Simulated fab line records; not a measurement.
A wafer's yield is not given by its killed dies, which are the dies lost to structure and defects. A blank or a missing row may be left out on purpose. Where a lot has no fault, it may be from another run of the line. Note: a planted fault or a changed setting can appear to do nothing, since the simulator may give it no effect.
Comparing a struck lot with a sound one | flow ritCmos | 15 out of 202 route steps
Sound: the wafers L467.2, L467.3, L467.6. Wafers L478.2, L478.3, L478.5 were the ones struck. At the end, the cause is stated.
Each step with rows lists, per side, the tool, then ch with its chambers, then its first start. Under that, the readings that differ: sound wafers | struck wafers | difference of the means | sigmas: that difference in standard deviations of wafers without a fault.
alike: same words and numbers on both sides, and readings whose means sit less than 2 such deviations apart. not compared: any withheld reading, any reading some wafer has no value for, any bound like >300 that may hide the same value, and any number with overlapping values for which the record gives no deviation.
The two part at a step that has a row with sigmas, a row that says differs or no value, or rows on one side only. Numbers that have no deviation but don't overlap get no sigmas and don't part them. A reading that every wafer of one side lacks parts them only if that side has two wafers or more.

RIT_GATE_STRIP_20: strips in O2, time 180 s.
  sound on plasmaAsher-03 ch 0,1, day 2 23:31; struck on plasmaAsher-01 ch 0,1, day 5 00:56
  alike: drypumpMotorCurrentA
  not compared: rfHoursCounterH
RIT_GATE_CD_MEAS_90: the cd target is 150 nm.
  sound: cdSem-01 at day 2 23:43; struck: cdSem-02 at day 5 01:08
  alike: cdNm
then, 4 steps without rows for these wafers: RIT_REOX_CLEAN_00 (cleans in SC1, time 600 s); RIT_REOX_CLEAN_01 (cleans in dHF, time 30 s); RIT_REOX_CLEAN_02 (cleans in SC2, time 600 s); RIT_REOX_OXIDATION_03 (target thk 25.2 nm, ox time 5580 s).
RIT_REOX_THK_MEAS_04:
  sound: filmMetro-02 at day 3 03:32; struck: filmMetro-04 at day 5 05:53
  alike: REOX_OXIDE_THK
then, 5 steps without rows for these wafers: RIT_NLDD_HMDS_00 (prime time 60 s); RIT_NLDD_COAT_01 (resist thk 1000 nm); RIT_NLDD_SOFTBAKE_02 (time 60 s); RIT_NLDD_EXPOSE_03 (exposes mask M7, target cd 40700 nm); RIT_NLDD_PEB_04.
RIT_NLDD_DEVELOP_05: develop time 50 s.
  sound on lithoTrack-03 ch 0, day 3 04:00; struck on lithoTrack-01 ch 0, day 5 06:00
reading            | sound             | struck            | difference | sigmas
developerTempC (C) | 22.99 23.05 22.99 | 21.91 22.13 21.86 | -1.04      | -10
  alike: resistLineTempC
RIT_NLDD_OVL_MEAS_06:
  sound: overlay-02 at day 3 04:26; struck: overlay-02 at day 5 06:48
  alike: NLDD_OVL
RIT_M1_PROBE_99:
  sound: prober-02 at day 3 20:16; struck: prober-01 at day 5 22:35
  alike: killed_at_M0_to_M3, killedAtContacts, killedAtFrontEnd, killedDies, killedOpen, killedShort

WHERE THEY PART
RIT_NLDD_DEVELOP_05 only, going by this record. Later steps at which nothing parts them and some readings are alike: RIT_NLDD_OVL_MEAS_06, RIT_M1_PROBE_99.

WHY: the cause the simulator had injected
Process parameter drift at RIT_NLDD_DEVELOP_05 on lithoTrack-01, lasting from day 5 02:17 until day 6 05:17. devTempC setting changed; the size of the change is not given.
